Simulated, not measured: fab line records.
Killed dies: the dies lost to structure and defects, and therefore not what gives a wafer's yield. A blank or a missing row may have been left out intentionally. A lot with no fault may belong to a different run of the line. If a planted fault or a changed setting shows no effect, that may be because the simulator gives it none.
fab line records -- flow berkeleyCmos170
record lots=13, wafers=39, lastDay=13
route steps=331 shown V1@254 M3@322
lots untouched by any fault: they come from a run of this same line in which no faults occurred
startH: hours from the record's first day to the start of the lot's first wafer shown -- waitH: hours from the lot's prior step to this one -- " as in the row above -- L1.1+2: one row covering several wafers at once -- - no value, or no start given -- * or withheld: withheld -- < > ~ a bound
route shown NAME@n: NAME is a module with steps in the file, n the number in the route of the first one -- usual: mean/standard deviation of fault-free wafers -- same: alike in all rows -- chamber/n: place in a boat -- sites: readings site by site -- _std_site: their standard deviation -- _edge_site: outer sites' mean less inner sites' -- radiusMm: for every site, how far away it sits from the centre of the wafer -- mask NAME#n: copy n -- behind: tool/chamber where the wafer was last shaped -- hold: cause of the lot's hold/its duration in hours/its outcome -- device: names the non-switching transistor (n, p or np) -- end of line: the same wafers' tests at the end of the route -- for a step that has no rows: nothing shown but its recipe -- killed: the dies lost at the first sort to structure and to defects; this is not the yield of the wafer -- map: a wafer's dies, marking killed ones x, the rest . and places with no die _
set.NAME: the setting the step ran with; set.NAME@STEP: the setting that earlier step ran with -- model.NAME: the simulator's own value behind a step, which no gauge read
steps of the route over a sample of lots; a table a step, a row a wafer
services: from which hour (startH, from the record's first day; less than 0 if before it) a tool's chamber was out of use, for how many hours, and why
## steps
# step UCB170_V1_CVD_00
# recipe material=SiO2, targetThkNm=2000, tempC=390, precursor=TEOS/O2, timeS=250, rfW=550, pressureMtorr=9000
# usual heaterPowerW=250/67
lot.wafer,tool,chamber,startH,waitH,heaterPowerW
L742.1,pecvd-03,2,189.93,0.2,370
L742.4,pecvd-03,2,189.93,0.2,267
L742.5,pecvd-03,1,189.93,0.2,185
L744.2,pecvd-04,0,194.99,0.0,280
L744.3,pecvd-04,2,194.99,0.0,250
L744.4,pecvd-04,1,194.99,0.0,251
L749.3,pecvd-01,1,241.96,0.0,333
L749.4,pecvd-01,2,241.96,0.0,250
L749.6,pecvd-01,0,241.96,0.0,222
L750.2,pecvd-03,1,241.96,0.0,275
L750.3,pecvd-03,0,241.96,0.0,211
L750.6,pecvd-03,0,241.96,0.0,147
L751.2,pecvd-01,0,243.29,0.0,221
L751.3,pecvd-01,2,243.29,0.0,218
L751.5,pecvd-01,1,243.29,0.0,294
L752.1,pecvd-04,2,243.29,0.0,219
L752.3,pecvd-04,1,243.29,0.0,341
L752.6,pecvd-04,2,243.29,0.0,280
L753.2,pecvd-04,0,252.14,0.0,235
L753.3,pecvd-04,1,252.14,0.0,314
L753.6,pecvd-04,1,252.14,0.0,242
L755.2,pecvd-01,1,259.28,0.0,407
L755.3,pecvd-01,0,259.28,0.0,215
L755.4,pecvd-01,2,259.28,0.0,233
L756.2,pecvd-04,2,260.61,0.0,250
L756.3,pecvd-04,0,260.61,0.0,281
L756.4,pecvd-04,0,260.61,0.0,197
L757.3,pecvd-04,2,277.87,0.0,275
L757.4,pecvd-04,0,277.87,0.0,202
L757.5,pecvd-04,1,277.87,0.0,246
L762.3,pecvd-01,0,284.14,0.0,215
L762.4,pecvd-01,0,284.14,0.0,155
L762.5,pecvd-01,1,284.14,0.0,300
L761.1,pecvd-01,0,288.95,0.0,176
L761.3,pecvd-01,2,288.95,0.0,202
L761.4,pecvd-01,1,288.95,0.0,296
L763.2,pecvd-01,1,294.36,0.0,380
L763.4,pecvd-01,0,294.36,0.0,152
L763.6,pecvd-01,1,294.36,0.0,288
# step UCB170_V1_CD_MEAS_12
# recipe targetCdNm=700
# usual cdNm=700.3/1.3
lot.wafer,tool,chamber,startH,waitH,cdNm
L742.1,cdSem-02,-,191.97,-,701.3
L742.4,cdSem-02,-,191.97,-,700.0
L742.5,cdSem-02,-,191.97,-,699.3
L744.2,cdSem-02,-,197.52,-,700.7
L744.3,cdSem-02,-,197.52,-,699.7
L744.4,cdSem-02,-,197.52,-,699.8
L749.3,cdSem-02,-,244.33,-,699.7
L749.4,cdSem-02,-,244.33,-,698.9
L749.6,cdSem-02,-,244.33,-,697.9
L750.2,cdSem-02,-,244.58,-,699.6
L750.3,cdSem-02,-,244.58,-,701.3
L750.6,cdSem-02,-,244.58,-,700.6
L752.1,cdSem-02,-,245.49,-,699.5
L752.3,cdSem-02,-,245.49,-,699.2
L752.6,cdSem-02,-,245.49,-,699.2
L751.2,cdSem-02,-,245.79,-,701.0
L751.3,cdSem-02,-,245.79,-,698.5
L751.5,cdSem-02,-,245.79,-,700.1
L753.2,cdSem-02,-,254.15,-,700.1
L753.3,cdSem-02,-,254.15,-,701.8
L753.6,cdSem-02,-,254.15,-,699.9
L756.2,cdSem-02,-,263.31,-,700.3
L756.3,cdSem-02,-,263.31,-,701.4
L756.4,cdSem-02,-,263.31,-,700.7
L755.2,cdSem-02,-,263.55,-,699.7
L755.3,cdSem-02,-,263.55,-,701.3
L755.4,cdSem-02,-,263.55,-,700.7
L757.3,cdSem-02,-,279.65,-,700.8
L757.4,cdSem-02,-,279.65,-,701.7
L757.5,cdSem-02,-,279.65,-,701.3
L762.3,cdSem-02,-,287.81,-,698.8
L762.4,cdSem-02,-,287.81,-,698.7
L762.5,cdSem-02,-,287.81,-,700.3
L761.1,cdSem-02,-,291.92,-,697.2
L761.3,cdSem-02,-,291.92,-,699.6
L761.4,cdSem-02,-,291.92,-,698.9
L763.2,cdSem-02,-,296.83,-,702.3
L763.4,cdSem-02,-,296.83,-,701.2
L763.6,cdSem-02,-,296.83,-,700.9
# step UCB170_M3_PEB_13
# recipe pebTempC=130, pebTimeS=withheld, resist=KrF
# usual chillPlateTempC=22.98/0.11, exhaustPa=44.6/0.95, heaterPowerTotalW=56.80/0.046
lot.wafer,tool,chamber,startH,waitH,chillPlateTempC,exhaustPa,heaterPowerTotalW
L742.1,lithoTrack-01,0,202.02,0.4,22.99,44.3,56.80
L742.4,lithoTrack-01,0,202.02,0.4,22.81,43.9,56.86
L742.5,lithoTrack-01,0,202.02,0.4,22.89,43.4,56.77
L744.2,lithoTrack-01,-,206.87,0.1,-,-,-
L744.3,lithoTrack-01,-,206.87,0.1,-,-,-
L744.4,lithoTrack-01,-,206.87,0.1,-,-,-
L749.3,lithoTrack-01,0,252.15,0.2,22.99,44.5,56.73
L749.4,lithoTrack-01,0,252.15,0.2,23.03,44.5,56.80
L749.6,lithoTrack-01,0,252.15,0.2,22.91,44.5,56.83
L750.2,lithoTrack-01,0,252.68,0.4,22.90,44.9,56.80
L750.3,lithoTrack-01,0,252.68,0.4,22.82,44.6,56.77
L750.6,lithoTrack-01,0,252.68,0.4,22.90,44.0,56.86
L752.1,lithoTrack-03,0,253.97,0.4,22.84,42.5,56.82
L752.3,lithoTrack-03,0,253.97,0.4,22.88,43.4,56.82
L752.6,lithoTrack-03,0,253.97,0.4,22.95,43.6,56.85
L751.2,lithoTrack-04,0,254.15,0.3,22.80,43.7,56.82
L751.3,lithoTrack-04,0,254.15,0.3,22.72,43.7,56.77
L751.5,lithoTrack-04,0,254.15,0.3,22.80,43.2,56.79
L753.2,lithoTrack-04,0,266.73,0.1,23.19,43.5,56.86
L753.3,lithoTrack-04,0,266.73,0.1,22.93,44.6,56.79
L753.6,lithoTrack-04,0,266.73,0.1,23.02,44.5,56.80
L756.2,lithoTrack-01,0,272.13,0.1,22.89,46.7,56.79
L756.3,lithoTrack-01,0,272.13,0.1,22.95,45.1,56.88
L756.4,lithoTrack-01,0,272.13,0.1,23.10,45.1,56.68
L755.2,lithoTrack-01,0,273.37,0.1,22.91,43.3,56.80
L755.3,lithoTrack-01,0,273.37,0.1,22.85,43.8,56.81
L755.4,lithoTrack-01,0,273.37,0.1,22.99,44.7,56.84
L757.3,lithoTrack-03,0,288.57,0.1,22.99,44.1,56.83
L757.4,lithoTrack-03,0,288.57,0.1,23.02,45.2,56.76
L757.5,lithoTrack-03,0,288.57,0.1,23.00,45.3,56.83
L762.3,lithoTrack-04,0,296.08,0.2,23.04,44.7,56.83
L762.4,lithoTrack-04,0,296.08,0.2,23.10,44.5,56.73
L762.5,lithoTrack-04,0,296.08,0.2,22.98,44.7,56.89
L761.1,lithoTrack-03,0,300.88,0.1,22.99,44.8,56.86
L761.3,lithoTrack-03,0,300.88,0.1,22.84,45.3,56.73
L761.4,lithoTrack-03,0,300.88,0.1,22.99,45.7,56.78
L763.2,lithoTrack-01,0,306.73,0.3,23.05,46.3,56.73
L763.4,lithoTrack-01,0,306.73,0.3,22.91,45.2,56.86
L763.6,lithoTrack-01,0,306.73,0.3,23.16,44.7,56.84
# step UCB170_M3_STRIP_19
# recipe chemistry=O2, powerW=400, pressureMtorr=3500, platenTempC=withheld, o2FlowSccm=400, overashFraction=0.5
# usual drypumpMotorCurrentA=5.9/0.41, oesProductAu=0.544/0.015
lot.wafer,tool,chamber,startH,waitH,drypumpMotorCurrentA,oesProductAu,rfHoursCounterH
L742.1,plasmaAsher-03,1,202.68,0.1,5.5,0.557,9
L742.4,plasmaAsher-03,1,202.68,0.1,5.6,0.543,-
L742.5,plasmaAsher-03,1,202.68,0.1,5.5,0.544,-
L744.2,plasmaAsher-04,1,207.70,0.2,5.2,0.507,42
L744.3,plasmaAsher-04,0,207.70,0.2,5.9,0.514,-
L744.4,plasmaAsher-04,1,207.70,0.2,5.2,0.503,-
L749.3,plasmaAsher-01,0,252.80,0.1,6.3,0.539,-
L749.4,plasmaAsher-01,1,252.80,0.1,6.2,0.526,-
L749.6,plasmaAsher-01,0,252.80,0.1,6.3,0.536,-
L750.2,plasmaAsher-03,0,253.43,0.1,5.4,0.544,14
L750.3,plasmaAsher-03,1,253.43,0.1,5.6,0.538,-
L750.6,plasmaAsher-03,0,253.43,0.1,5.4,0.553,-
L752.1,plasmaAsher-01,0,254.63,0.1,6.3,0.536,52
L752.3,plasmaAsher-01,1,254.63,0.1,6.2,0.539,-
L752.6,plasmaAsher-01,1,254.63,0.1,6.2,0.542,-
L751.2,plasmaAsher-04,1,254.79,0.1,5.2,0.547,47
L751.3,plasmaAsher-04,1,254.79,0.1,5.2,0.546,-
L751.5,plasmaAsher-04,1,254.79,0.1,5.2,0.543,-
L753.2,plasmaAsher-03,1,267.45,0.1,5.6,0.556,16
L753.3,plasmaAsher-03,0,267.45,0.1,5.4,0.542,-
L753.6,plasmaAsher-03,0,267.45,0.1,5.4,0.563,-
L756.2,plasmaAsher-04,1,272.76,0.1,5.2,0.569,49
L756.3,plasmaAsher-04,0,272.76,0.1,5.9,0.558,-
L756.4,plasmaAsher-04,1,272.76,0.1,5.2,0.544,-
L755.2,plasmaAsher-04,1,274.00,0.1,5.2,0.560,50
L755.3,plasmaAsher-04,1,274.00,0.1,5.2,0.567,-
L755.4,plasmaAsher-04,0,274.00,0.1,5.9,0.535,-
L757.3,plasmaAsher-01,0,289.32,0.1,6.4,0.546,-
L757.4,plasmaAsher-01,1,289.32,0.1,6.2,0.529,-
L757.5,plasmaAsher-01,0,289.32,0.1,6.3,0.524,-
L762.3,plasmaAsher-04,1,296.98,0.1,5.2,0.560,-
L762.4,plasmaAsher-04,0,296.98,0.1,5.9,0.547,-
L762.5,plasmaAsher-04,0,296.98,0.1,5.9,0.555,-
L761.1,plasmaAsher-01,0,301.63,0.1,6.3,0.555,57
L761.3,plasmaAsher-01,1,301.63,0.1,6.2,0.554,-
L761.4,plasmaAsher-01,0,301.63,0.1,6.3,0.566,-
L763.2,plasmaAsher-01,1,307.36,0.1,6.2,0.527,58
L763.4,plasmaAsher-01,0,307.36,0.1,6.3,0.567,-
L763.6,plasmaAsher-01,0,307.36,0.1,6.3,0.530,-
## services
tool,chamber,startH,hours,kind
plasmaAsher-01,-,173.28,1.4,repair
pecvd-04,2,179.80,4.2,repair
pecvd-01,-,184.24,6.0,pm
plasmaAsher-04,-,193.42,2.6,repair
pecvd-03,-,242.50,14.0,pm
pecvd-03,0,242.50,14.0,ventCycle
pecvd-03,1,242.50,14.0,ventCycle
pecvd-03,2,242.50,14.0,ventCycle
pecvd-03,0,256.50,-,clean
pecvd-03,1,256.50,-,clean
pecvd-03,2,256.50,-,clean
pecvd-04,0,280.73,2.2,repair
pecvd-03,1,284.12,12.6,repair
## key
firstSign step=UCB170_M3_PEB_13, reading=toolRecord, direction=missing
effect none on later readings
metAt UCB170_M3_PEB_13
struckLots L744
laterRowsLeftOut L744.2,L744.3,L744.4
sortLeftOut L744.2,L744.3,L744.4
notActingAt UCB170_V1_CVD_00,UCB170_V1_CD_MEAS_12,UCB170_M3_STRIP_19
onsetBetween 202.02 206.87
fault kind=skippedStepWhole, tool=lithoTrack-01, chamber=-, onsetH=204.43, steps=UCB170_M3_PEB_13, scope=struckLotsOnly
# sortLeftOut: the simulated sort isn't trusted on such a fault, so these wafers' sort isn't shown, and their yield isn't known
# laterRowsLeftOut: the simulator's readings of these wafers behind a module that went badly wrong aren't trusted and aren't shown, but for the sort
